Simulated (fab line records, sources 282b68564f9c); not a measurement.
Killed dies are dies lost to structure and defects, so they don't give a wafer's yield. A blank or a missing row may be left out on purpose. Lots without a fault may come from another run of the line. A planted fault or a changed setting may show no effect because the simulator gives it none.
fab line records | flow rit_cmos
record lots=14 wafers=42 last_day=7
route steps=202 shown ACTIVE@8 NWELL@37 GATE@85 PLDD@120
lots that met no fault: from a run of the same line without faults
start_h: hours from the record's first day to the start of the lot's first wafer shown | wait_h: hours since the lot's step before | " the same as in the row above | L1.1+2: a row that stands for several wafers | - no value, or no start given | * or withheld: withheld | < > ~ a bound
route shown NAME@n: a module of which the file shows steps, and the number in the route of the first | usual: mean/standard deviation of fault-free wafers | same: alike in all rows | chamber/n: place in a boat | sites: the reading at each site | _std_site: their standard deviation | _edge_site: outer sites' mean less inner sites' | radius_mm: how far each site lies from the wafer's centre | mask NAME#n: copy n | behind: the tool/chamber that last shaped the wafer | hold: why the lot was held/for how many hours/how that ended | device: the transistor (n, p or np) that didn't switch | end of line: the same wafers' tests at the end of the route | a step without rows: its recipe alone | killed: dies lost to structure and defects at the first sort, not the wafer's yield | map: a wafer's dies, x killed, . not, _ none there
set.NAME: the setting as run; set.NAME@STEP: as run at that earlier step | model.NAME: the simulator's own value behind a step, which no gauge read
steps of the route over a sample of lots; a table a step, a row a wafer
services: from which hour (start_h, from the record's first day; less than 0 if before it) a tool's chamber was out of use, for how many hours, and why
## steps
# step RIT_ACTIVE_SOFTBAKE_07
# recipe resist=NOVOLAK temp_c=90 time_s=60
# usual heater_power_total_W=34.56/0.055 plate_temp_C=90.00/0.12 run_length_s=89.12/0.13
# columns lot.wafer tool chamber start_h wait_h heater_power_total_W plate_temp_C run_length_s
L479.2 litho_track-03 0 15.44 0.1 34.62 90.10 89.11
L479.3 " 0 " " 34.46 90.14 89.16
L479.4 " 0 " " 34.58 90.18 89.07
L480.2 litho_track-02 0 18.92 0.1 34.58 90.02 89.16
L480.3 " 0 " " 34.52 90.03 89.01
L480.5 " 0 " " 34.60 89.85 89.19
L481.4 litho_track-01 0 26.20 0.1 34.63 89.89 89.36
L481.5 " 0 " " 34.67 90.12 89.12
L481.6 " 0 " " 34.62 90.03 89.18
L484.4 litho_track-03 0 40.08 0.1 34.65 89.92 89.25
L484.5 " 0 " " 34.57 89.94 89.15
L484.6 " 0 " " 34.60 90.00 89.30
L486.1 litho_track-02 0 50.97 0.1 37.49 - 74.37
L486.3 " 0 " " 37.42 - 74.21
L486.4 " 0 " " 37.47 - 74.29
L490.2 litho_track-02 0 70.13 0.1 37.44 - 74.30
L490.4 " 0 " " 37.48 - 74.51
L490.6 " 0 " " 37.51 - 74.24
L492.2 litho_track-01 0 79.17 0.1 34.66 90.03 89.08
L492.3 " 0 " " 34.49 90.01 89.18
L492.4 " 0 " " 34.64 90.02 89.17
L493.1 litho_track-01 0 87.71 0.1 34.61 90.00 89.09
L493.3 " 0 " " 34.61 90.16 89.08
L493.5 " 0 " " 34.55 89.75 89.09
L495.1 litho_track-01 0 97.40 0.1 34.43 89.71 89.32
L495.4 " 0 " " 34.60 89.83 89.11
L495.6 " 0 " " 34.56 89.99 89.03
L496.1 litho_track-01 0 99.93 0.1 34.45 90.27 89.27
L496.5 " 0 " " 34.51 90.16 89.07
L496.6 " 0 " " 34.59 90.03 89.29
L498.1 litho_track-03 0 109.23 0.1 34.56 89.99 89.30
L498.3 " 0 " " 34.49 90.02 89.25
L498.6 " 0 " " 34.42 90.25 89.05
L500.1 litho_track-01 0 119.17 0.1 34.51 89.99 89.34
L500.3 " 0 " " 34.60 90.01 89.30
L500.5 " 0 " " 34.62 89.95 89.10
L501.2 litho_track-01 0 124.95 0.1 34.59 89.73 89.21
L501.4 " 0 " " 34.52 89.89 89.25
L501.6 " 0 " " 34.50 90.04 89.12
L502.1 litho_track-02 0 129.82 0.1 34.53 90.06 89.20
L502.4 " 0 " " 34.62 89.95 89.03
L502.6 " 0 " " 34.60 90.03 89.00
# step RIT_NWELL_STRIP_09
# recipe chemistry=O2 time_s=180 resist=NOVOLAK platen_temp_c=withheld power_w=500 pressure_mtorr=4000 o2_flow_sccm=4000
# usual drypump_motor_current_A=5.8/0.46
# columns lot.wafer tool chamber start_h wait_h drypump_motor_current_A rf_hours_counter_h
L479.2 plasma_asher-01 1 25.83 0.1 5.7 20
L479.3 " 1 " " 5.7 -
L479.4 " 0 " " 6.0 -
L480.2 plasma_asher-02 1 32.10 0.1 6.5 38
L480.3 " 1 " " 6.5 -
L480.5 " 0 " " 5.7 -
L481.4 plasma_asher-01 1 38.24 0.1 5.7 -
L481.5 " 0 " " 5.9 -
L481.6 " 1 " " 5.7 -
L484.4 plasma_asher-02 1 49.75 0.1 6.4 -
L484.5 " 0 " " 5.7 -
L484.6 " 1 " " 6.5 -
L486.1 plasma_asher-04 0 77.31 0.1 5.6 45
L486.3 " 1 " " 4.9 -
L486.4 " 0 " " 5.5 -
L490.2 plasma_asher-02 0 82.71 0.1 5.7 43
L490.4 " 0 " " 5.7 -
L490.6 " 0 " " 5.7 -
L492.2 plasma_asher-02 0 95.74 0.1 5.7 44
L492.3 " 1 " " 6.4 -
L492.4 " 0 " " 5.7 -
L493.1 plasma_asher-04 0 99.70 0.1 5.6 48
L493.3 " 0 " " 5.5 -
L493.5 " 0 " " 5.5 -
L495.1 plasma_asher-02 1 112.19 0.1 6.4 46
L495.4 " 1 " " 6.5 -
L495.6 " 0 " " 5.7 -
L496.1 plasma_asher-01 1 112.44 0.1 5.7 27
L496.5 " 1 " " 5.7 -
L496.6 " 0 " " 6.0 -
L498.1 plasma_asher-01 1 118.27 0.1 5.7 28
L498.3 " 0 " " 6.0 -
L498.6 " 0 " " 6.0 -
L500.1 plasma_asher-04 1 129.42 0.1 4.9 52
L500.3 " 1 " " 4.9 -
L500.5 " 0 " " 5.5 -
L501.2 plasma_asher-02 0 132.86 0.1 5.7 49
L501.4 " 0 " " 5.7 -
L501.6 " 0 " " 5.7 -
L502.1 plasma_asher-02 0 137.14 0.1 5.7 50
L502.4 " 0 " " 5.7 -
L502.6 " 0 " " 5.7 -
# step RIT_GATE_THK_MEAS_09
# recipe reads=poly-Si_of_GATE_CVD_08
# usual GATE_POLY_THK=250.7/1.8
# columns lot.wafer tool chamber start_h wait_h GATE_POLY_THK[nm]
L479.2 film_metro-04 - 45.79 0.0 250.6
L479.3 " - " " 251.3
L479.4 " - " " 251.0
L480.2 film_metro-04 - 50.94 0.0 250.9
L480.3 " - " " 250.6
L480.5 " - " " 250.7
L481.4 film_metro-04 - 68.04 0.0 253.6
L481.5 " - " " 252.0
L481.6 " - " " 253.5
L484.4 film_metro-04 - 80.23 0.0 252.8
L484.5 " - " " 250.0
L484.6 " - " " 251.5
L486.1 film_metro-04 - 99.32 0.0 250.4
L486.3 " - " " 249.0
L486.4 " - " " 249.9
L490.2 film_metro-02 - 109.96 0.0 249.4
L490.4 " - " " 247.3
L490.6 " - " " 248.3
L492.2 film_metro-03 - 115.58 0.0 252.2
L492.3 " - " " 252.0
L492.4 " - " " 252.5
L493.1 film_metro-02 - 120.33 0.0 250.8
L493.3 " - " " 248.9
L493.5 " - " " 249.4
L495.1 film_metro-03 - 129.82 0.0 249.7
L495.4 " - " " 248.6
L495.6 " - " " 248.8
L496.1 film_metro-04 - 129.82 0.0 250.0
L496.5 " - " " 251.3
L496.6 " - " " 249.0
L498.1 film_metro-02 - 133.40 0.0 250.1
L498.3 " - " " 249.6
L498.6 " - " " 251.4
L500.1 film_metro-04 - 145.22 0.0 249.3
L500.3 " - " " 250.4
L500.5 " - " " 250.5
L501.2 film_metro-04 - 147.21 0.0 249.9
L501.4 " - " " 250.4
L501.6 " - " " 249.2
L502.1 film_metro-02 - 156.71 0.0 252.9
L502.4 " - " " 252.8
L502.6 " - " " 252.5
# step RIT_PLDD_OVL_MEAS_06
# usual PLDD_OVL=0.8/1.4
# columns lot.wafer tool chamber start_h wait_h PLDD_OVL[nm]
L479.2 overlay-02 - 54.45 - 1.1
L479.3 " - " " 0.5
L479.4 " - " " 1.5
L480.2 overlay-02 - 67.47 - 3.5
L480.3 " - " " 2.3
L480.5 " - " " 2.3
L481.4 overlay-01 - 79.96 - 3.2
L481.5 " - " " 2.3
L481.6 " - " " 2.7
L484.4 overlay-02 - 92.34 - 3.3
L484.5 " - " " 2.0
L484.6 " - " " 3.3
L486.1 overlay-01 - 110.51 - 0.5
L486.3 " - " " 0.8
L486.4 " - " " 0.1
L490.2 overlay-01 - 118.15 - 1.4
L490.4 " - " " 1.0
L490.6 " - " " 0.4
L492.2 overlay-02 - 125.20 - 0.8
L492.3 " - " " 0.7
L492.4 " - " " -1.1
L493.1 overlay-01 - 127.95 - -0.8
L493.3 " - " " 0.1
L493.5 " - " " -1.7
L496.1 overlay-01 - 138.28 - 0.1
L496.5 " - " " -1.7
L496.6 " - " " -0.3
L495.1 overlay-01 - 138.48 - -0.1
L495.4 " - " " -0.9
L495.6 " - " " 1.6
L498.1 overlay-01 - 142.25 - 1.1
L498.3 " - " " 1.4
L498.6 " - " " 4.0
L500.1 overlay-01 - 152.55 - -0.1
L500.3 " - " " 0.3
L500.5 " - " " -0.8
L501.2 overlay-02 - 156.42 - 2.5
L501.4 " - " " 1.7
L501.6 " - " " -0.3
L502.1 overlay-01 - 163.84 - 0.7
L502.4 " - " " 1.8
L502.6 " - " " 2.3
## services
# columns tool chamber start_h hours kind
plasma_asher-01 - 52.31 4.0 repair
plasma_asher-01 - 64.14 1.0 repair
plasma_asher-01 - 98.66 2.8 pm
## key
first_sign step=RIT_ACTIVE_SOFTBAKE_07 reading=run_length_s direction=down sigmas=99+ usual=* struck=*
effect step=RIT_ACTIVE_SOFTBAKE_07 reading=heater_power_total_W direction=up sigmas=53 usual=34.56 struck=37.47
met_at RIT_ACTIVE_SOFTBAKE_07
struck_lots L486,L490
tester_left_out L486,L490
not_acting_at RIT_NWELL_STRIP_09,RIT_GATE_THK_MEAS_09,RIT_PLDD_OVL_MEAS_06
onset_between 18.92 50.97
fault kind=process_parameter_drift tool=litho_track-02 chamber=- onset_h=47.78 steps=RIT_ACTIVE_SOFTBAKE_07 channel=time_s offset=* shape=step end_h=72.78 acts_in=* stated=*
# tester_left_out: of these lots the tester's yield and bins aren't shown, on N5 and GAA mostly nor the transistor test; their killed dies are dies lost to structure and defects alone, not to doping, threshold or leakage, so they don't give the yield
